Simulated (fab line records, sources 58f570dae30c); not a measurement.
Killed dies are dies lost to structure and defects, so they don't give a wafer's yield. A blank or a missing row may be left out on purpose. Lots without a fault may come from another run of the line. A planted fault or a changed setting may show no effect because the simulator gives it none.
Split-lot experiment | flow berkeley_cmos170 | 5 lots, 23 wafers read, on a route of 331 steps

THE SPLIT
At UCB170_GATE_OXIDATION_01 (target thk 6.6 nm, ox time 1800 s), the setting ox_time_s was moved away from the recipe's 1800 s on 15 of the 23 wafers read, by +6.9% to +13.1%. The other wafers ran this setting at the recipe's value.

The file shows no step between the split and the reading.

THE READING
GATE_OXIDE_THK, in nm, at UCB170_GATE_THK_MEAS_02. Fault-free wafers of this fab line usually give 6.60 nm, standard deviation 0.11 nm.

wafer  | tool, chamber at the split | ox_time_s as run, s | against the recipe | GATE_OXIDE_THK, nm | against lot-mates on the recipe
L077.1 | -, -                       | 2036                | +13.1%             | 7.23               | no lot-mate on the recipe
L077.2 | -, -                       | 2036                | +13.1%             | 7.23               | no lot-mate on the recipe
L077.3 | -, -                       | 2036                | +13.1%             | 7.21               | no lot-mate on the recipe
L077.5 | -, -                       | 2036                | +13.1%             | 7.12               | no lot-mate on the recipe
L077.6 | -, -                       | 2036                | +13.1%             | 7.16               | no lot-mate on the recipe
L079.1 | -, -                       | 1800                | recipe             | 6.70               | -
L079.3 | -, -                       | 1800                | recipe             | 6.60               | -
L079.4 | -, -                       | 1800                | recipe             | 6.72               | -
L079.5 | -, -                       | 1800                | recipe             | 6.66               | -
L079.6 | -, -                       | 1800                | recipe             | 6.57               | -
L081.1 | -, -                       | 1925                | +6.9%              | 7.06               | no lot-mate on the recipe
L081.2 | -, -                       | 1925                | +6.9%              | 6.96               | no lot-mate on the recipe
L081.3 | -, -                       | 1925                | +6.9%              | 6.93               | no lot-mate on the recipe
L081.4 | -, -                       | 1925                | +6.9%              | 6.95               | no lot-mate on the recipe
L081.6 | -, -                       | 1925                | +6.9%              | 6.82               | no lot-mate on the recipe
L084.2 | -, -                       | 1933                | +7.4%              | 7.04               | no lot-mate on the recipe
L084.3 | -, -                       | 1933                | +7.4%              | 6.91               | no lot-mate on the recipe
L084.4 | -, -                       | 1933                | +7.4%              | 6.93               | no lot-mate on the recipe
L084.5 | -, -                       | 1933                | +7.4%              | 6.91               | no lot-mate on the recipe
L084.6 | -, -                       | 1933                | +7.4%              | 6.86               | no lot-mate on the recipe
L082.1 | furnace-02, 0              | 1800                | recipe             | 6.60               | -
L082.3 | furnace-02, 0              | 1800                | recipe             | 6.72               | -
L082.6 | furnace-02, 0              | 1800                | recipe             | 6.54               | -

THE FIT
A straight line over all 23 wafers: GATE_OXIDE_THK changes by +0.0419 nm for each +1% of ox_time_s; r = +0.95; the points scatter about the line by 0.067 nm.
Too few moved wafers have a lot-mate on the recipe to fit a line with each lot's own level taken away.

THE WHOLE CHAIN: every reading that the file lists as answering this split, in the file's order
step                     | what it does                      | reading                                                                           | change (the file's fit)                | r (the file's)
UCB170_GATE_OXIDATION_01 | target thk 6.6 nm, ox time 1800 s | SiO2_of_GATE_OXIDATION_01.thk_nm (the simulator's own value, which no gauge read) | +0.0423 nm for each +1% of the setting | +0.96
UCB170_GATE_THK_MEAS_02  |                                   | GATE_OXIDE_THK                                                                    | +0.042 for each +1% of the setting     | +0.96

THE FILE'S OWN FIT
GATE_OXIDE_THK changes by +0.042 nm for each +1% of ox_time_s, r = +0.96.
